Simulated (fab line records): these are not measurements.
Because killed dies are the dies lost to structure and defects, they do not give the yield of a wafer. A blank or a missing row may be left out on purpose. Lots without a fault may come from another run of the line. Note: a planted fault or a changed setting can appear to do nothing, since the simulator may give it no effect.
One fault through the eyes of 2 desks    flow rit cmos    every desk sees just its own numbers, and what lay behind them comes last

== FROM THE METROLOGY DESK ==
What the gauges read, lot by lot, whatever tool the lot ran on: means of the sampled wafers that have a number. The brackets show how far a lot's mean lies from the usual mean; more than 4 standard deviations puts the lot out of limits, marked OUT.
Columns: A = NLDD_TW at RIT_NLDD_TW_MEAS_10, usual 2515; B = NLDD_RS at RIT_SDANNEAL_RS_MEAS_07, usual 151.6 ohm/sq
lot   first seen here  A     B
L435  day 2 19:59      2480  151.7
L436  day 3 00:06      2476  151.0
L437  day 3 06:05      2507  151.0
L438  day 3 08:31      2475  151.3
L439  day 3 16:00      2506  151.6
L440  day 3 21:03      2487  151.3
L441  day 4 06:19      2496  151.8
L443  day 4 12:11      2525  151.3
L445  day 5 00:16      2524  150.7
L447  day 5 10:41      2477  151.8
L455  day 7 01:50      2548  152.3
L457  day 7 13:13      2549  150.9
L458  day 7 20:14      2553  151.6
This desk's verdict: no lot among the 13 shows anything out of limits.

== TOOL OWNER'S DESK, wet bench-03 ==
The tool's own readings at RIT_FOX1_WET_ETCH_02 (etches SiO2 in BOE, target depth 350 nm, time 390 s): means of the sampled wafers that have a number, for each lot that ran on this tool. The brackets show how far a lot's mean lies from the usual mean; more than 4 standard deviations puts the lot out of limits, marked OUT.
Columns: A = bath heat duty pct at RIT_FOX1_WET_ETCH_02, usual 1.8 %
lot   first seen here  A
L435  day 1 17:47      1.9
L436  day 1 22:52      2.0
L437  day 2 04:26      2.1
L438  day 2 08:17      1.9
L441  day 2 23:56      1.4
L443  day 3 08:55      2.2
L455  day 5 21:34      1.9
This desk's verdict: no lot among the 7 shows anything out of limits.

== TAKEN TOGETHER ==
From the metrology desk's view, nothing was out of limits.
Nothing out of limits was seen by the tool owner's desk.

== WHAT HAD BEEN PUT IN BY THE SIMULATOR ==
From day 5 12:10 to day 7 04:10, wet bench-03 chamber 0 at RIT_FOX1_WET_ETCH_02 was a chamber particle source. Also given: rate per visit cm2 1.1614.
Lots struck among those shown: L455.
